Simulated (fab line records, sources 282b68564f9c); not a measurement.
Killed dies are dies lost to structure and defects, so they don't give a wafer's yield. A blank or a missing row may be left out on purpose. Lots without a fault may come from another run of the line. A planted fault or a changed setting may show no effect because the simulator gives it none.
A struck lot beside a sound one | flow rit_cmos | 18 steps out of a route of 202
Sound: wafers L177.1, L177.2, L177.5. Struck: wafers L187.1, L187.3, L187.4. The cause comes at the end.
At each step with rows: each side's tool, then ch and its chambers, then its first start. Under that, the readings that differ: sound wafers | struck wafers | difference of the means | sigmas: that difference in standard deviations of wafers without a fault.
alike: readings whose means differ by less than 2 such deviations, and words and numbers that are the same on both sides. not compared: withheld readings, readings that some wafer has no value for, bounds like >300 that may hide the same value, and numbers for which the record gives no deviation and whose values overlap.
The two part at a step that has a row with sigmas, a row that says differs or no value, or rows on one side only. Numbers that don't overlap but have no deviation are shown without sigmas and don't part them. A reading that every wafer of one side lacks parts them only if that side has two wafers or more.

RIT_CONTACT_OVL_MEAS_09:
  sound on overlay-02, day 5 00:17; struck on overlay-02, day 7 03:25
  alike: CONTACT_OVL
then, 1 step without rows for these wafers: RIT_CONTACT_HARDBAKE_10 (time 60 s).
RIT_CONTACT_ETCH_11: etches SiO2 in CHF3/CF4/Ar, stops on TiSi2, target depth 480 nm, time 320 s.
  sound on rie_diel-02 ch 0,2, day 5 00:28; struck on rie_diel-03 ch 1,2,3, day 7 03:35
  alike: O2_flow_sccm, chamber_pressure_mTorr, drypump_motor_current_A, oes_product_au, throttle_valve_pct
  not compared: rf_hours_counter_h
RIT_CONTACT_STRIP_12: strips in O2, time 180 s.
  sound on plasma_asher-04 ch 0,1, day 5 00:40; struck on plasma_asher-02 ch 0,1, day 7 03:47
  alike: chamber_pressure_mTorr, drypump_motor_current_A
  not compared: rf_hours_counter_h
RIT_CONTACT_CD_MEAS_90: target cd 1000 nm.
  sound on cd_sem-01, day 5 00:50; struck on cd_sem-01, day 7 03:58
  alike: cd_nm
then, 2 steps without rows for these wafers: RIT_CONTACT_CLEAN_13 (cleans in SC1, time 600 s); RIT_CONTACT_CLEAN_14 (cleans in SC2, time 600 s).
RIT_M1_SPUTTER_00: material Al, target thk 400 nm, time 500 s.
  sound on pvd_sputter-04, day 5 01:19; struck on pvd_sputter-04, day 7 04:27
  alike: cathode_dc_power_W, throttle_valve_pct
RIT_M1_RS_MEAS_01: measures by four-point-probe.
  sound on film_metro-04, day 5 01:37; struck on film_metro-02, day 7 04:44
  alike: M1_AL_RS
RIT_M1_THK_MEAS_02: measures by xrf.
  sound on film_metro-04, day 5 01:44; struck on film_metro-02, day 7 04:52
  alike: M1_AL_THK
then, 2 steps without rows for these wafers: RIT_M1_HMDS_03 (prime time 60 s); RIT_M1_COAT_04 (resist thk 1300 nm).
RIT_M1_SOFTBAKE_05: time 60 s.
  sound on litho_track-02 ch 0, day 5 02:05; struck on litho_track-02 ch 0, day 7 05:13
  reading                  | sound             | struck            | difference | sigmas
  heater_power_total_W (W) | 34.65 34.55 34.58 | 35.67 35.75 35.72 | +1.12      | +22
  plate_temp_C (C)         | 90.04 89.84 89.93 | 92.33 92.18 92.38 | +2.36      | +18
  alike: resist_line_temp_C
  not compared: model.NOVOLAK_of_M1_COAT_04.thk_nm
then, 2 steps without rows for these wafers: RIT_M1_EXPOSE_06 (exposes mask M12, target cd 2600 nm); RIT_M1_PEB_07.
RIT_M1_DEVELOP_08: develop time 68 s.
  sound on litho_track-02 ch 0; struck on litho_track-04 ch 0
  alike: resist_line_temp_C
  not compared: model.NOVOLAK_of_M1_COAT_04.thk_nm
RIT_M1_CD_MEAS_09: target cd 2600 nm.
  sound on cd_sem-02, day 5 02:48; struck on cd_sem-01, day 7 05:53
  alike: cd_nm
RIT_M1_PROBE_99:
  sound on prober-01, day 5 05:38; struck on prober-01, day 7 08:34
  reading            | sound | struck | difference | sigmas
  killed_at_M0_to_M3 | 0 1 1 | 0 0 0  | -1         | -4
  alike: defect_limited_yield, killed_at_contacts, killed_at_front_end, killed_dies, killed_open, killed_short, sort_bin_3_pad_short, sort_bin_5_function, sort_bin_6_memory, sort_n_pass, sort_yield_pct

WHERE THEY PART
First at RIT_M1_SOFTBAKE_05; last, within this record, at RIT_M1_PROBE_99.

WHY: what the simulator had put in
Process parameter drift: litho_track-02, from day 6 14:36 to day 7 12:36, at RIT_M1_SOFTBAKE_05. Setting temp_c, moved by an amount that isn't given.
